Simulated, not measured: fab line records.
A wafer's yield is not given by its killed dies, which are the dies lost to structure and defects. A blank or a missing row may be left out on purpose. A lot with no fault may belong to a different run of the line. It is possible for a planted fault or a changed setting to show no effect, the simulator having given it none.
The tool behind it: which one? -- flow rit-cmos -- Sampling: 15 lots, 45 wafers, 4 of 202 route steps

## WHAT THE GAUGES READ, wafer by wafer
The record lacks any reading of a measuring or inspecting step that a usual standard deviation could be used to judge.

## TOOL THAT RAN EACH LOT (tool first, then ch and the chambers of the sampled wafers, then the start)
lot,RIT_NRETRO_STRIP_09,RIT_GATE_STRIP_20,RIT_NLDD_STRIP_09,RIT_NSD_EXPOSE_03
L823,"plasma-asher-04 ch 0,1, day 2 15:17","plasma-asher-01 ch 0,1, day 3 01:34","plasma-asher-03 ch 0,1, day 3 07:56","iline-stepper-01 ch 0, day 3 13:15"
L825,"plasma-asher-04 ch 0,1, day 3 04:53","plasma-asher-03 ch 0,1, day 3 12:46","plasma-asher-04 ch 0,1, day 3 19:31","iline-stepper-01 ch 0, day 4 00:28"
L826,"plasma-asher-01 ch 0,1, day 3 10:53","plasma-asher-01 ch 0, day 3 21:12","plasma-asher-04 ch 0,1, day 4 05:35","iline-stepper-02 ch 0, day 4 10:20"
L827,"plasma-asher-01 ch 0,1, day 3 14:59","plasma-asher-01 ch 0,1, day 4 03:39","plasma-asher-04 ch 0,1, day 4 10:52","iline-stepper-01 ch 0, day 4 15:36"
L833,"plasma-asher-02 ch 0,1, day 4 20:03","plasma-asher-01 ch 0,1, day 5 04:44","plasma-asher-03 ch 0,1, day 5 10:56","iline-stepper-02, day 5 15:40"
L834,"plasma-asher-02 ch 0, day 5 00:43","plasma-asher-04 ch 0,1, day 5 10:53","plasma-asher-04 ch 0,1, day 5 16:31","iline-stepper-01, day 5 21:19"
L835,"plasma-asher-01 ch 0,1, day 5 05:21","plasma-asher-04 ch 0,1, day 5 14:40","plasma-asher-02 ch 0,1, day 5 20:53","iline-stepper-01, day 6 01:43"
L836,"plasma-asher-02 ch 1, day 5 07:48","plasma-asher-01 ch 1, day 5 16:22","plasma-asher-04 ch 0,1, day 5 21:26","iline-stepper-01 ch 0, day 6 03:09"
L839,"plasma-asher-01 ch 0,1, day 5 21:17","plasma-asher-01 ch 0,1, day 6 04:56","plasma-asher-03 ch 0, day 6 10:07","iline-stepper-01 ch 0, day 6 14:53"
L840,"plasma-asher-02 ch 0,1, day 6 01:49","plasma-asher-04 ch 0,1, day 6 10:46","plasma-asher-02 ch 0,1, day 6 16:06","iline-stepper-02 ch 0, day 7 02:25"
L841,"plasma-asher-01 ch 0,1, day 6 07:04","plasma-asher-01 ch 1, day 6 16:25","plasma-asher-02 ch 0,1, day 6 21:15","iline-stepper-02 ch 0, day 7 03:46"
L842,"plasma-asher-02 ch 0,1, day 6 11:32","plasma-asher-01 ch 0,1, day 6 20:33","plasma-asher-03 ch 0,1, day 7 01:11","iline-stepper-02 ch 0, day 7 05:47"
L843,"plasma-asher-04 ch 0,1, day 6 16:01","plasma-asher-01 ch 0,1, day 6 23:32","plasma-asher-02 ch 0,1, day 7 05:44","iline-stepper-02 ch 0, day 7 10:25"
L844,"plasma-asher-01 ch 0,1, day 6 21:40","plasma-asher-01 ch 0,1, day 7 08:25","plasma-asher-04 ch 0,1, day 7 13:32","iline-stepper-02 ch 0, day 7 19:28"
L845,"plasma-asher-01 ch 0,1, day 7 04:08","plasma-asher-01 ch 0,1, day 7 14:49","plasma-asher-02 ch 0,1, day 7 19:24","iline-stepper-01 ch 0, day 8 01:14"
- RIT_NRETRO_STRIP_09: strips in O2, time 180 s.
- RIT_GATE_STRIP_20: strips in O2, time 180 s.
- RIT_NLDD_STRIP_09: strips in O2, time 180 s.
- RIT_NSD_EXPOSE_03: exposes mask M9, target cd 40700 nm.

## WHAT THE TOOLS THEMSELVES READ (means of the sampled wafers that have a number; where no wafer has one, the mark that the record gives instead)
RIT_NRETRO_STRIP_09. Usual: drypump-motor-current-A reads 5.82 A (standard deviation 0.24).
lot,tool,drypump-motor-current-A (A),flag
L823,plasma-asher-04,5.62,
L825,plasma-asher-04,5.41,
L826,plasma-asher-01,5.86,
L827,plasma-asher-01,5.97,
L833,plasma-asher-02,5.85,
L834,plasma-asher-02,5.77,
L835,plasma-asher-01,5.84,
L836,plasma-asher-02,6.04,
L839,plasma-asher-01,5.94,
L840,plasma-asher-02,5.91,
L841,plasma-asher-01,5.83,
L842,plasma-asher-02,5.86,
L843,plasma-asher-04,5.61,
L844,plasma-asher-01,5.95,
L845,plasma-asher-01,5.95,

RIT_GATE_STRIP_20. Usual: drypump-motor-current-A reads 5.73 A (standard deviation 0.28).
lot,tool,drypump-motor-current-A (A),flag
L823,plasma-asher-01,5.95,
L825,plasma-asher-03,5.63,
L826,plasma-asher-01,5.73,
L827,plasma-asher-01,5.95,
L833,plasma-asher-01,5.83,
L834,plasma-asher-04,5.41,
L835,plasma-asher-04,5.42,
L836,plasma-asher-01,6.05,
L839,plasma-asher-01,5.97,
L840,plasma-asher-04,5.41,
L841,plasma-asher-01,6.08,
L842,plasma-asher-01,5.95,
L843,plasma-asher-01,5.98,
L844,plasma-asher-01,5.86,
L845,plasma-asher-01,5.85,

RIT_NLDD_STRIP_09. Usual: drypump-motor-current-A reads 5.66 A (standard deviation 0.26).
lot,tool,drypump-motor-current-A (A),flag
L823,plasma-asher-03,5.63,
L825,plasma-asher-04,5.60,
L826,plasma-asher-04,5.61,
L827,plasma-asher-04,5.45,
L833,plasma-asher-03,5.61,
L834,plasma-asher-04,5.62,
L835,plasma-asher-02,5.85,
L836,plasma-asher-04,5.61,
L839,plasma-asher-03,5.40,
L840,plasma-asher-02,5.93,
L841,plasma-asher-02,5.92,
L842,plasma-asher-03,5.51,
L843,plasma-asher-02,5.93,
L844,plasma-asher-04,5.41,
L845,plasma-asher-02,5.86,

RIT_NSD_EXPOSE_03. Usual: exposure-dose-mJ-cm2 250.02, standard deviation 0.26; focus-offset-nm -0.1 nm, standard deviation 0.59; stage-vel-mm-s 499.92 mm/s, standard deviation 0.26.
lot,tool,exposure-dose-mJ-cm2,focus-offset-nm (nm),stage-vel-mm-s (mm/s),flag
L823,iline-stepper-01,250.42,0.3,499.93,
L825,iline-stepper-01,249.81,-0.2,500.06,
L826,iline-stepper-02,250.33,-0.6,500.00,
L827,iline-stepper-01,249.91,0.5,499.51,
L833,iline-stepper-02,-,-,-,OFF
L834,iline-stepper-01,-,-,-,OFF
L835,iline-stepper-01,-,-,-,OFF
L836,iline-stepper-01,250.09,-0.4,499.98,
L839,iline-stepper-01,249.98,0.2,499.62,
L840,iline-stepper-02,249.99,0.2,499.75,
L841,iline-stepper-02,249.57,-0.1,499.99,
L842,iline-stepper-02,249.60,-1.1,500.14,
L843,iline-stepper-02,249.82,0.5,500.07,
L844,iline-stepper-02,250.18,-0.5,500.15,
L845,iline-stepper-01,250.10,0.7,500.15,

## THE ANSWER, worked out from the rows above alone
Rule: lot off if the mean of its wafers having a number is beyond 3 standard deviations from the usual mean. A lot without any number at a reading at which 4 lots or more have one is off too. Any other lot the step has rows for is counted as sound. First the gauges in route order, then the tools' own readings, where a lot's mean is used as printed above. At the first step where some lot is off, the reading lying furthest off is the one used; lots without a number count as furthest.
Off, at RIT_NSD_EXPOSE_03 on exposure-dose-mJ-cm2: L833, L834, L835. Without a number there: L833, L834, L835.
A tool fits if, at that step or a process step before it, it ran every lot that is off, and no sound lot after the first of them. No candidate that was tried fits.

## WHAT WAS PUT IN BY THE SIMULATOR
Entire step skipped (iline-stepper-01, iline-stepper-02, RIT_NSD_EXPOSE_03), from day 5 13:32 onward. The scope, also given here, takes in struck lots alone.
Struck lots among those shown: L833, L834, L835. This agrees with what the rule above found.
